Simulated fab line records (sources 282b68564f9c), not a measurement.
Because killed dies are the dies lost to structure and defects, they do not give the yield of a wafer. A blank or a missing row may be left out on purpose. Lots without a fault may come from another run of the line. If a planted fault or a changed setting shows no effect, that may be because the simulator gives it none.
The tool behind it: which one? :: flow rit cmos :: 14 lots, 42 wafers sampled, at 8 steps of a route of 202

WHAT THE GAUGES SHOWED, per wafer
RIT_NLDD_OVL_MEAS_06.
lot: L238
measured: day 2 16:34
on: overlay-02
NLDD_OVL (nm): 4.0 3.5 2.5

lot: L239
measured: day 2 21:43
on: overlay-01
NLDD_OVL (nm): -0.9 0.4 -1.2

lot: L241
measured: day 3 09:44
on: overlay-02
NLDD_OVL (nm): 1.8 3.9 1.9

lot: L242
measured: day 3 16:52
on: overlay-02
NLDD_OVL (nm): 4.3 3.9 2.0

lot: L243
measured: day 3 19:19
on: overlay-02
NLDD_OVL (nm): 2.7 2.6 2.2

lot: L245
measured: day 4 05:19
on: overlay-01
NLDD_OVL (nm): 2.9 3.1 2.4

lot: L246
measured: day 4 10:12
on: overlay-01
NLDD_OVL (nm): 2.9 3.2 2.4

lot: L247
measured: day 4 15:26
on: overlay-02
NLDD_OVL (nm): 1.9 2.4 1.9

lot: L248
measured: day 4 18:49
on: overlay-01
NLDD_OVL (nm): 1.9 1.5 2.1

lot: L249
measured: day 5 00:59
on: overlay-01
NLDD_OVL (nm): 2.8 1.0 3.5

lot: L251
measured: day 5 11:17
on: overlay-01
NLDD_OVL (nm): -2.2 0.1 -0.2

lot: L258
measured: day 7 00:36
on: overlay-01
NLDD_OVL (nm): -0.5 -0.2 -0.8

lot: L259
measured: day 7 05:56
on: overlay-02
NLDD_OVL (nm): 1.7 0.5 1.0

lot: L261
measured: day 8 00:47
on: overlay-02
NLDD_OVL (nm): 0.8 -0.1 -0.5

RIT_PSD_TW_MEAS_10.
lot: L238
measured: day 3 00:11
on: film metro-03
PSD_TW: 3377 3405 3400

lot: L239
measured: day 3 05:39
on: film metro-01
PSD_TW: 3378 3393 3415

lot: L241
measured: day 3 17:37
on: film metro-03
PSD_TW: 3402 3403 3388

lot: L242
measured: day 4 00:30
on: film metro-01
PSD_TW: 3425 3427 3418

lot: L243
measured: day 4 02:52
on: film metro-01
PSD_TW: 3425 3427 3407

lot: L245
measured: day 4 13:04
on: film metro-02
PSD_TW: 3401 3419 3413

lot: L246
measured: day 4 17:43
on: film metro-03
PSD_TW: 3414 3412 3408

lot: L247
measured: day 4 23:49
on: film metro-02
PSD_TW: 3418 3411 3418

lot: L248
measured: day 5 03:14
on: film metro-02
PSD_TW: 3438 3438 3431

lot: L249
measured: day 5 09:46
on: film metro-02
PSD_TW: 3431 3433 3422

lot: L251
measured: day 5 20:41
on: film metro-02
PSD_TW: 3443 3426 3436

lot: L258
measured: day 7 09:49
on: film metro-03
PSD_TW: 3424 3401 3419

lot: L259
measured: day 7 18:58
on: film metro-02
PSD_TW: 3451 3439 3423

lot: L261
measured: day 8 08:20
on: film metro-03
PSD_TW: 3404 3394 3397

RIT_SDANNEAL_RS_MEAS_04: a four-point-probe measurement.
lot: L238
measured: day 3 00:42
on: film metro-03
PSD_RS (ohm/sq): 116.55 116.03 116.08

lot: L239
measured: day 3 06:10
on: film metro-02
PSD_RS (ohm/sq): 115.82 115.89 115.32

lot: L241
measured: day 3 18:09
on: film metro-02
PSD_RS (ohm/sq): 116.46 115.82 115.81

lot: L242
measured: day 4 01:11
on: film metro-02
PSD_RS (ohm/sq): 115.88 116.12 115.98

lot: L243
measured: day 4 03:33
on: film metro-02
PSD_RS (ohm/sq): 115.70 115.69 115.84

lot: L245
measured: day 4 13:32
on: film metro-02
PSD_RS (ohm/sq): 115.95 115.81 115.96

lot: L246
measured: day 4 18:12
on: film metro-03
PSD_RS (ohm/sq): 116.35 116.00 116.08

lot: L247
measured: day 5 00:18
on: film metro-02
PSD_RS (ohm/sq): 116.08 116.12 115.94

lot: L248
measured: day 5 03:44
on: film metro-02
PSD_RS (ohm/sq): 115.93 115.68 115.63

lot: L249
measured: day 5 10:17
on: film metro-01
PSD_RS (ohm/sq): 116.38 116.24 116.16

lot: L251
measured: day 5 21:13
on: film metro-02
PSD_RS (ohm/sq): 115.53 116.08 115.54

lot: L258
measured: day 7 10:39
on: film metro-03
PSD_RS (ohm/sq): 115.84 115.78 116.04

lot: L259
measured: day 7 19:38
on: film metro-03
PSD_RS (ohm/sq): 97.99 97.81 97.70

lot: L261
measured: day 8 08:52
on: film metro-02
PSD_RS (ohm/sq): 97.52 97.43 97.64

RIT_SDANNEAL_RS_MEAS_05: a four-point-probe measurement.
lot: L238
measured: day 3 00:49
on: film metro-03
NSD_RS (ohm/sq): 84.67 84.59 84.88

lot: L239
measured: day 3 06:17
on: film metro-02
NSD_RS (ohm/sq): 84.71 84.71 84.33

lot: L241
measured: day 3 18:16
on: film metro-02
NSD_RS (ohm/sq): 84.73 84.54 84.81

lot: L242
measured: day 4 01:18
on: film metro-02
NSD_RS (ohm/sq): 84.70 84.63 84.74

lot: L243
measured: day 4 03:40
on: film metro-02
NSD_RS (ohm/sq): 84.55 84.60 84.51

lot: L245
measured: day 4 13:40
on: film metro-02
NSD_RS (ohm/sq): 84.23 84.59 84.73

lot: L246
measured: day 4 18:19
on: film metro-03
NSD_RS (ohm/sq): 84.40 84.56 84.44

lot: L247
measured: day 5 00:25
on: film metro-02
NSD_RS (ohm/sq): 84.46 84.19 84.65

lot: L248
measured: day 5 03:51
on: film metro-02
NSD_RS (ohm/sq): 84.48 84.04 83.95

lot: L249
measured: day 5 10:25
on: film metro-01
NSD_RS (ohm/sq): 84.44 84.53 84.42

lot: L251
measured: day 5 21:20
on: film metro-02
NSD_RS (ohm/sq): 84.49 84.42 84.37

lot: L258
measured: day 7 10:46
on: film metro-03
NSD_RS (ohm/sq): 83.91 84.03 84.00

lot: L259
measured: day 7 19:45
on: film metro-03
NSD_RS (ohm/sq): 81.41 81.32 81.35

lot: L261
measured: day 8 08:59
on: film metro-02
NSD_RS (ohm/sq): 81.04 81.29 80.92

RIT_SDANNEAL_RS_MEAS_06: a four-point-probe measurement.
lot: L238
measured: day 3 00:56
on: film metro-03
PLDD_RS (ohm/sq): 177.1 177.5 177.7

lot: L239
measured: day 3 06:25
on: film metro-02
PLDD_RS (ohm/sq): 176.8 177.3 176.8

lot: L241
measured: day 3 18:23
on: film metro-02
PLDD_RS (ohm/sq): 177.0 177.1 176.9

lot: L242
measured: day 4 01:25
on: film metro-02
PLDD_RS (ohm/sq): 177.6 177.1 177.6

lot: L243
measured: day 4 03:47
on: film metro-02
PLDD_RS (ohm/sq): 176.6 176.6 177.0

lot: L245
measured: day 4 13:47
on: film metro-02
PLDD_RS (ohm/sq): 177.4 177.2 177.4

lot: L246
measured: day 4 18:26
on: film metro-03
PLDD_RS (ohm/sq): 177.0 177.1 177.3

lot: L247
measured: day 5 00:32
on: film metro-02
PLDD_RS (ohm/sq): 176.7 176.9 176.8

lot: L248
measured: day 5 03:58
on: film metro-02
PLDD_RS (ohm/sq): 177.3 177.6 177.4

lot: L249
measured: day 5 10:32
on: film metro-01
PLDD_RS (ohm/sq): 177.2 177.2 176.7

lot: L251
measured: day 5 21:28
on: film metro-02
PLDD_RS (ohm/sq): 176.7 176.9 176.9

lot: L258
measured: day 7 10:53
on: film metro-03
PLDD_RS (ohm/sq): 176.9 176.7 176.8

lot: L259
measured: day 7 19:52
on: film metro-03
PLDD_RS (ohm/sq): 160.2 159.9 160.0

lot: L261
measured: day 8 09:06
on: film metro-02
PLDD_RS (ohm/sq): 160.3 160.4 160.8

RIT_SDANNEAL_RS_MEAS_07: a four-point-probe measurement.
lot: L238
measured: day 3 01:04
on: film metro-03
NLDD_RS (ohm/sq): 151.5 152.1 151.1

lot: L239
measured: day 3 06:32
on: film metro-02
NLDD_RS (ohm/sq): 152.0 152.1 151.8

lot: L241
measured: day 3 18:31
on: film metro-02
NLDD_RS (ohm/sq): 151.5 150.7 150.8

lot: L242
measured: day 4 01:32
on: film metro-02
NLDD_RS (ohm/sq): 150.3 151.3 151.2

lot: L243
measured: day 4 03:55
on: film metro-02
NLDD_RS (ohm/sq): 151.6 151.6 151.3

lot: L245
measured: day 4 13:54
on: film metro-02
NLDD_RS (ohm/sq): 151.5 151.1 151.7

lot: L246
measured: day 4 18:34
on: film metro-03
NLDD_RS (ohm/sq): 151.2 150.9 151.0

lot: L247
measured: day 5 00:40
on: film metro-02
NLDD_RS (ohm/sq): 152.2 152.1 152.3

lot: L248
measured: day 5 04:05
on: film metro-02
NLDD_RS (ohm/sq): 151.9 152.0 151.6

lot: L249
measured: day 5 10:39
on: film metro-01
NLDD_RS (ohm/sq): 151.4 151.5 151.2

lot: L251
measured: day 5 21:35
on: film metro-02
NLDD_RS (ohm/sq): 151.3 151.9 151.8

lot: L258
measured: day 7 11:01
on: film metro-03
NLDD_RS (ohm/sq): 151.4 152.0 151.8

lot: L259
measured: day 7 19:59
on: film metro-03
NLDD_RS (ohm/sq): 149.6 148.9 149.1

lot: L261
measured: day 8 09:13
on: film metro-02
NLDD_RS (ohm/sq): 148.1 148.4 148.2

RIT_CONTACT_CD_MEAS_08: target cd 1000 nm.
lot: L238
measured: day 3 02:54
on: cd sem-02
cd nm (nm): 1000.2 1001.0 1001.7

lot: L239
measured: day 3 08:15
on: cd sem-02
cd nm (nm): 999.4 999.5 999.8

lot: L241
measured: day 3 20:21
on: cd sem-02
cd nm (nm): 998.5 1002.3 1001.3

lot: L242
measured: day 4 03:15
on: cd sem-01
cd nm (nm): 995.6 995.6 995.6

lot: L243
measured: day 4 05:43
on: cd sem-02
cd nm (nm): 995.5 997.0 995.7

lot: L245
measured: day 4 16:05
on: cd sem-01
cd nm (nm): 997.8 999.8 999.6

lot: L246
measured: day 4 20:18
on: cd sem-01
cd nm (nm): 998.6 999.1 995.7

lot: L247
measured: day 5 02:31
on: cd sem-01
cd nm (nm): 999.2 1001.4 1002.7

lot: L248
measured: day 5 06:02
on: cd sem-01
cd nm (nm): 998.6 998.9 998.1

lot: L249
measured: day 5 12:22
on: cd sem-02
cd nm (nm): 996.5 999.0 997.8

lot: L251
measured: day 5 23:25
on: cd sem-02
cd nm (nm): 1000.4 997.6 999.2

lot: L258
measured: day 7 12:43
on: cd sem-01
cd nm (nm): 997.9 999.1 999.9

lot: L259
measured: day 7 21:44
on: cd sem-01
cd nm (nm): 1000.1 1000.6 999.3

lot: L261
measured: day 8 10:56
on: cd sem-01
cd nm (nm): 998.3 998.7 999.4

WHICH TOOL RAN EACH LOT (tool, then ch and the chambers of the sampled wafers, then the start)
lot: L238
RIT_SDANNEAL_RTA_03: rtp anneal-02 ch 0, day 3 00:37

lot: L239
RIT_SDANNEAL_RTA_03: rtp anneal-01 ch 0, day 3 06:07

lot: L241
RIT_SDANNEAL_RTA_03: rtp anneal-01 ch 0, day 3 18:05

lot: L242
RIT_SDANNEAL_RTA_03: rtp anneal-02 ch 0, day 4 01:07

lot: L243
RIT_SDANNEAL_RTA_03: rtp anneal-01 ch 0, day 4 03:28

lot: L245
RIT_SDANNEAL_RTA_03: rtp anneal-01 ch 0, day 4 13:29

lot: L246
RIT_SDANNEAL_RTA_03: rtp anneal-02 ch 0, day 4 18:09

lot: L247
RIT_SDANNEAL_RTA_03: rtp anneal-01 ch 0, day 5 00:14

lot: L248
RIT_SDANNEAL_RTA_03: rtp anneal-02 ch 0, day 5 03:39

lot: L249
RIT_SDANNEAL_RTA_03: rtp anneal-01 ch 0, day 5 10:12

lot: L251
RIT_SDANNEAL_RTA_03: rtp anneal-01 ch 0, day 5 21:09

lot: L258
RIT_SDANNEAL_RTA_03: rtp anneal-02 ch 0, day 7 10:35

lot: L259
RIT_SDANNEAL_RTA_03: rtp anneal-01 ch 0, day 7 19:34

lot: L261
RIT_SDANNEAL_RTA_03: rtp anneal-01 ch 0, day 8 08:47
- RIT_SDANNEAL_RTA_03: time 5 s.

WHAT THE TOOLS THEMSELVES READ (means of the sampled wafers that have a number; where no wafer has one, the mark that the record gives instead)
RIT_SDANNEAL_RTA_03.
lot: L238
tool: rtp anneal-02
anneal temp c max: 1053.7
ramp down c per s: 171.01
wafer_temp_C_max: 1053.4

lot: L239
tool: rtp anneal-01
anneal temp c max: 1052.7
ramp down c per s: 171.00
wafer_temp_C_max: 1053.6

lot: L241
tool: rtp anneal-01
anneal temp c max: 1052.9
ramp down c per s: 171.01
wafer_temp_C_max: 1054.9

lot: L242
tool: rtp anneal-02
anneal temp c max: 1054.4
ramp down c per s: 171.00
wafer_temp_C_max: 1052.8

lot: L243
tool: rtp anneal-01
anneal temp c max: 1053.7
ramp down c per s: 170.97
wafer_temp_C_max: 1054.9

lot: L245
tool: rtp anneal-01
anneal temp c max: 1054.0
ramp down c per s: 170.99
wafer_temp_C_max: 1055.2

lot: L246
tool: rtp anneal-02
anneal temp c max: 1053.7
ramp down c per s: 170.97
wafer_temp_C_max: 1054.2

lot: L247
tool: rtp anneal-01
anneal temp c max: 1053.9
ramp down c per s: 171.01
wafer_temp_C_max: 1053.8

lot: L248
tool: rtp anneal-02
anneal temp c max: 1053.9
ramp down c per s: 170.96
wafer_temp_C_max: 1054.2

lot: L249
tool: rtp anneal-01
anneal temp c max: 1053.2
ramp down c per s: 171.00
wafer_temp_C_max: 1052.8

lot: L251
tool: rtp anneal-01
anneal temp c max: 1052.6
ramp down c per s: 171.01
wafer_temp_C_max: 1053.9

lot: L258
tool: rtp anneal-02
anneal temp c max: 1055.0
ramp down c per s: 171.01
wafer_temp_C_max: 1053.9

lot: L259
tool: rtp anneal-01
anneal temp c max: 1052.0
ramp down c per s: 170.99
wafer_temp_C_max: 1052.8

lot: L261
tool: rtp anneal-01
anneal temp c max: 1053.7
ramp down c per s: 170.99
wafer_temp_C_max: 1053.4

THE ANSWER, worked out from the rows above alone
Rule: the usual values come from the lots themselves. The widest of any qualifying gaps counts: lots, ordered by their means at a reading, are off when they make up no more than a third of the lots, leave a main group of 4 or more, and stand apart from it by 3 or more times the standard deviation of that group's means. If all means in a main group match to the digits the tables above print for the reading, that group is not used. A lot without any number at a reading at which 4 lots or more have one is off too. All remaining lots with rows at the step are treated as sound. Order of review: gauges by route order, followed by the tools' own readings, for which a lot's mean as printed above is used. At the first step where some lot is off, the reading lying furthest off is the one used; lots without a number count as furthest.
Off: L259, L261, at RIT_SDANNEAL_RS_MEAS_04 (PSD_RS). The main group has a mean of 115.95 ohm/sq with a standard deviation of 0.19.
If a tool, at a process step before that reading, ran all the lots that are off and no sound lot after the first of them, it fits. Those tools and the gauges at RIT_SDANNEAL_RS_MEAS_04 are tried in the same way. One fits: rtp anneal-01 at RIT_SDANNEAL_RTA_03. Its last sound lot is L251 (day 5 21:09), its first lot that is off L259 (day 7 19:34): a fault that began between those two fits.

WHAT THE SIMULATOR HAD PUT IN
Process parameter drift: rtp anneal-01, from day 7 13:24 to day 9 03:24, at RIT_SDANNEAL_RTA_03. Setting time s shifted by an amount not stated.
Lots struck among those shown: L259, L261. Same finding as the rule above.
